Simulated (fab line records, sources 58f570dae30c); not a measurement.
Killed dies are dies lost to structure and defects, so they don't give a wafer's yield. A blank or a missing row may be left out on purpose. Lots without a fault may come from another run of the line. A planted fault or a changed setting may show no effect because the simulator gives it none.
A struck lot beside a sound one | flow berkeley_cmos170 | 16 steps out of a route of 331
Sound: wafers L330.1, L330.3, L330.6. Struck: wafers L331.2, L331.4, L331.5. The cause comes at the end.
At each step with rows: each side's tool, then ch and its chambers, then its first start. Under that, the readings that differ: sound wafers | struck wafers | difference of the means | sigmas: that difference in standard deviations of wafers without a fault.
alike: readings whose means differ by less than 2 such deviations, and words and numbers that are the same on both sides. not compared: withheld readings, readings that some wafer has no value for, bounds like >300 that may hide the same value, and numbers for which the record gives no deviation and whose values overlap.
The two part at a step that has a row with sigmas, a row that says differs or no value, or rows on one side only. Numbers that don't overlap but have no deviation are shown without sigmas and don't part them. A reading that every wafer of one side lacks parts them only if that side has two wafers or more.

UCB170_V2_CMP_02: polishes SiO2.
  sound on cmp-02 ch 0,1,3, day 9 10:40; struck on cmp-01 ch 0,1,2, day 9 10:18
  alike: motor_current_A
UCB170_V2_BOW_MEAS_03:
  sound on film_metro-04, day 9 10:52; struck on film_metro-02, day 9 10:34
  alike: V2_BOW
UCB170_V2_THK_MEAS_04:
  sound on film_metro-04, day 9 10:59; struck on film_metro-02, day 9 10:41
  alike: V2_POLISHED_THK
then, 7 steps without rows for these wafers: UCB170_V2_CLEAN_05 (cleans in DIW); UCB170_V2_HMDS_06 (prime time 60 s); UCB170_V2_COAT_07 (resist thk 900 nm); UCB170_V2_SOFTBAKE_08 (time 60 s); UCB170_V2_EXPOSE_09 (exposes mask VIA2, target cd 700 nm); UCB170_V2_PEB_10; UCB170_V2_DEVELOP_11 (develop time 45 s).
UCB170_V2_CD_MEAS_12: target cd 700 nm.
  sound on cd_sem-02, day 9 12:28; struck on cd_sem-01, day 9 11:55
  reading    | sound             | struck            | difference | sigmas
  cd_nm (nm) | 701.2 700.7 703.1 | 697.9 699.6 698.5 | -3.0       | -2
UCB170_V2_OVL_MEAS_13:
  sound on overlay-02, day 9 12:35; struck on overlay-02, day 9 12:01
  alike: V2_OVL
UCB170_V2_ETCH_14: etches SiO2 in CHF3/CF4/Ar, stops on Al, target depth 1250 nm, time 295.2 s.
  sound on rie_diel-03 ch 0,2,3, day 9 12:37; struck on rie_diel-04 ch 1,2,3, day 9 12:02
  reading                             | sound             | struck                  | difference | sigmas
  oes_product_au (a.u.)               | 0.862 0.877 0.876 | 0.784 0.801 0.790       | -0.080     | -8
  over_etch_frac                      | 0.25 0.25 0.25    | 0.47642 0.47642 0.47642 | +0.22642   |
  model.KrF_of_V2_COAT_07.thk_nm (nm) | 609.3 615.4 605   | 545.7 552.5 557.3       | -58.1      |
  model.V2.feature_depth_nm (nm)      | 1002 999.5 998.3  | 1004 1006 1004          | +5         |
  alike: drypump_motor_current_A, throttle_valve_pct
  not compared: rf_hours_counter_h
UCB170_V2_STRIP_15: strips in O2.
  sound on plasma_asher-01 ch 0,1, day 9 12:47; struck on plasma_asher-03 ch 0,1, day 9 12:13
  reading                      | sound             | struck            | difference | sigmas
  strip_time_to_endpoint_s (s) | 15.29 15.45 15.18 | 13.79 13.96 14.07 | -1.37      | -11
  alike: drypump_motor_current_A, oes_product_au
  not compared: rf_hours_counter_h
UCB170_V2_CD_MEAS_90: target cd 700 nm.
  sound on cd_sem-01, day 9 12:53; struck on cd_sem-01, day 9 12:20
  alike: cd_nm
UCB170_M3_PROBE_99:
  the record has rows for the struck wafers here (prober-01, day 9 15:23) and none for the sound ones

WHERE THEY PART
First at UCB170_V2_CD_MEAS_12; last, within this record, at UCB170_M3_PROBE_99.

WHY: what the simulator had put in
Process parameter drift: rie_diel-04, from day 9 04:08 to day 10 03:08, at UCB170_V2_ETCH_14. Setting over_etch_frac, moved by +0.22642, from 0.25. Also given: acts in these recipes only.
